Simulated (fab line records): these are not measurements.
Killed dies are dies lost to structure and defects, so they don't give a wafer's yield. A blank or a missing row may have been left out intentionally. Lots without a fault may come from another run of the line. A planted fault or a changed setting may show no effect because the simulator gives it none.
Lot-split experiment :: flow rit-cmos :: 23 wafers read from 5 lots, route of 202 steps

SPLIT DETAILS
At RIT_NRETRO_COAT_01 (resist thk 1300 nm), the setting spin-rpm was moved away from the recipe's 2000 rpm on 9 of the 23 wafers read, by -4.6% to +6.5%. For the rest of the wafers, this setting stayed at what the recipe calls for.

FROM THE SPLIT TO THE READING: what the file shows between them, 3 steps
- RIT_NRETRO_SOFTBAKE_02: time 60 s
- RIT_NRETRO_EXPOSE_03: exposes mask M4, target cd 43900 nm
- RIT_NRETRO_DEVELOP_05: develop time 68 s

THE READING
NOVOLAK_of_NRETRO_COAT_01.thk-nm (the simulator's own value, which no gauge read), in nm, at RIT_NRETRO_HARDBAKE_07 (time 120 s). The file gives no usual value for it. Average 1141 nm, standard deviation 2.9 nm, over the 14 wafers here run with the recipe.

wafer: L075.2
tool, chamber at the split: litho-track-02, 0
spin-rpm as run, rpm: 2000
against the recipe: recipe
NOVOLAK_of_NRETRO_COAT_01.thk-nm, nm: 1137
against lot-mates on the recipe: -

wafer: L075.3
tool, chamber at the split: litho-track-02, 0
spin-rpm as run, rpm: 2000
against the recipe: recipe
NOVOLAK_of_NRETRO_COAT_01.thk-nm, nm: 1138
against lot-mates on the recipe: -

wafer: L075.6
tool, chamber at the split: litho-track-02, 0
spin-rpm as run, rpm: 2000
against the recipe: recipe
NOVOLAK_of_NRETRO_COAT_01.thk-nm, nm: 1138
against lot-mates on the recipe: -

wafer: L078.2
tool, chamber at the split: litho-track-03, 0
spin-rpm as run, rpm: 2000
against the recipe: recipe
NOVOLAK_of_NRETRO_COAT_01.thk-nm, nm: 1145
against lot-mates on the recipe: -

wafer: L078.3
tool, chamber at the split: litho-track-03, 0
spin-rpm as run, rpm: 2000
against the recipe: recipe
NOVOLAK_of_NRETRO_COAT_01.thk-nm, nm: 1140
against lot-mates on the recipe: -

wafer: L078.4
tool, chamber at the split: litho-track-03, 0
spin-rpm as run, rpm: 1907
against the recipe: -4.6%
NOVOLAK_of_NRETRO_COAT_01.thk-nm, nm: 1170
against lot-mates on the recipe: +26

wafer: L078.5
tool, chamber at the split: litho-track-03, 0
spin-rpm as run, rpm: 1907
against the recipe: -4.6%
NOVOLAK_of_NRETRO_COAT_01.thk-nm, nm: 1172
against lot-mates on the recipe: +28

wafer: L078.6
tool, chamber at the split: litho-track-03, 0
spin-rpm as run, rpm: 2000
against the recipe: recipe
NOVOLAK_of_NRETRO_COAT_01.thk-nm, nm: 1146
against lot-mates on the recipe: -

wafer: L079.1
tool, chamber at the split: litho-track-04, 0
spin-rpm as run, rpm: 2000
against the recipe: recipe
NOVOLAK_of_NRETRO_COAT_01.thk-nm, nm: 1138
against lot-mates on the recipe: -

wafer: L079.2
tool, chamber at the split: litho-track-04, 0
spin-rpm as run, rpm: 2041
against the recipe: +2.0%
NOVOLAK_of_NRETRO_COAT_01.thk-nm, nm: 1128
against lot-mates on the recipe: -11

wafer: L079.3
tool, chamber at the split: litho-track-04, 0
spin-rpm as run, rpm: 2000
against the recipe: recipe
NOVOLAK_of_NRETRO_COAT_01.thk-nm, nm: 1139
against lot-mates on the recipe: -

wafer: L079.5
tool, chamber at the split: litho-track-04, 0
spin-rpm as run, rpm: 2000
against the recipe: recipe
NOVOLAK_of_NRETRO_COAT_01.thk-nm, nm: 1139
against lot-mates on the recipe: -

wafer: L079.6
tool, chamber at the split: litho-track-04, 0
spin-rpm as run, rpm: 2041
against the recipe: +2.0%
NOVOLAK_of_NRETRO_COAT_01.thk-nm, nm: 1126
against lot-mates on the recipe: -13

wafer: L081.2
tool, chamber at the split: litho-track-03, 0
spin-rpm as run, rpm: 2000
against the recipe: recipe
NOVOLAK_of_NRETRO_COAT_01.thk-nm, nm: 1139
against lot-mates on the recipe: -

wafer: L081.3
tool, chamber at the split: litho-track-03, 0
spin-rpm as run, rpm: 1909
against the recipe: -4.5%
NOVOLAK_of_NRETRO_COAT_01.thk-nm, nm: 1164
against lot-mates on the recipe: +24

wafer: L081.4
tool, chamber at the split: litho-track-03, 0
spin-rpm as run, rpm: 2000
against the recipe: recipe
NOVOLAK_of_NRETRO_COAT_01.thk-nm, nm: 1140
against lot-mates on the recipe: -

wafer: L081.5
tool, chamber at the split: litho-track-03, 0
spin-rpm as run, rpm: 2000
against the recipe: recipe
NOVOLAK_of_NRETRO_COAT_01.thk-nm, nm: 1141
against lot-mates on the recipe: -

wafer: L081.6
tool, chamber at the split: litho-track-03, 0
spin-rpm as run, rpm: 1909
against the recipe: -4.5%
NOVOLAK_of_NRETRO_COAT_01.thk-nm, nm: 1162
against lot-mates on the recipe: +22

wafer: L082.2
tool, chamber at the split: litho-track-02, 0
spin-rpm as run, rpm: 2130
against the recipe: +6.5%
NOVOLAK_of_NRETRO_COAT_01.thk-nm, nm: 1104
against lot-mates on the recipe: -40

wafer: L082.3
tool, chamber at the split: litho-track-02, 0
spin-rpm as run, rpm: 2130
against the recipe: +6.5%
NOVOLAK_of_NRETRO_COAT_01.thk-nm, nm: 1109
against lot-mates on the recipe: -36

wafer: L082.4
tool, chamber at the split: litho-track-02, 0
spin-rpm as run, rpm: 2130
against the recipe: +6.5%
NOVOLAK_of_NRETRO_COAT_01.thk-nm, nm: 1108
against lot-mates on the recipe: -36

wafer: L082.5
tool, chamber at the split: litho-track-02, 0
spin-rpm as run, rpm: 2000
against the recipe: recipe
NOVOLAK_of_NRETRO_COAT_01.thk-nm, nm: 1144
against lot-mates on the recipe: -

wafer: L082.6
tool, chamber at the split: litho-track-02, 0
spin-rpm as run, rpm: 2000
against the recipe: recipe
NOVOLAK_of_NRETRO_COAT_01.thk-nm, nm: 1145
against lot-mates on the recipe: -

THE FIT
A straight line over all 23 wafers: NOVOLAK_of_NRETRO_COAT_01.thk-nm changes by -5.45 nm for each +1% of spin-rpm; r = -0.98; the points scatter about the line by 3.3 nm.
The same after taking each lot's own level away (the mean of its wafers on the recipe; 23 wafers): -5.65 nm for each +1%; r = -1.00; scatter 1.7 nm.
Per that fit: largest spin-rpm move, reading shift of 37 nm.
Measured against the standard deviation above, the lots' own levels, which go from 1137.7 to 1144.5 nm, span 2.3 times it.
So the lot-to-lot level changes the slope little: the two slopes agree.
Check: with one of the wafers moved furthest among these (+6.5%) left out of the fit, the line predicts -35.9 nm for it against its lot-mates. Against them it came out at -40.5 nm.

THE OTHER SPLITS THESE WAFERS WENT THROUGH
These wafers also went through other splits before the reading. Each is held against what the fit with the lots' levels taken away leaves over:
other split on the same wafers: RIT_ACTIVE_CVD_03 time-s
wafers away from the commonest value: 15
r with NOVOLAK_of_NRETRO_COAT_01.thk-nm (lot level and that fit taken away): -0.31

other split on the same wafers: RIT_ACTIVE_DEVELOP_10 develop-time-s
wafers away from the commonest value: 9
r with NOVOLAK_of_NRETRO_COAT_01.thk-nm (lot level and that fit taken away): +0.24

other split on the same wafers: RIT_FOX1_OXIDATION_00 temp-c
wafers away from the commonest value: 15
r with NOVOLAK_of_NRETRO_COAT_01.thk-nm (lot level and that fit taken away): +0.07

other split on the same wafers: RIT_PWELL_IMPLANT_08 energy-kev
wafers away from the commonest value: 10
r with NOVOLAK_of_NRETRO_COAT_01.thk-nm (lot level and that fit taken away): -0.43

THE WHOLE CHAIN: every reading that the file lists as answering this split, in the file's order
step: RIT_NRETRO_COAT_01
what it does: resist thk 1300 nm
reading: NOVOLAK_of_NRETRO_COAT_01.thk-nm (the simulator's own value, which no gauge read)
change (the file's fit): -6.56 nm for each +1% of the setting
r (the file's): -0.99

step: RIT_NRETRO_HARDBAKE_07
what it does: time 120 s
reading: NOVOLAK_of_NRETRO_COAT_01.thk-nm (the simulator's own value, which no gauge read)
change (the file's fit): -5.65 nm for each +1% of the setting
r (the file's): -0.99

THE FILE'S OWN FIT
NOVOLAK_of_NRETRO_COAT_01.thk-nm changes by -5.65 nm for each +1% of spin-rpm, r = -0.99.
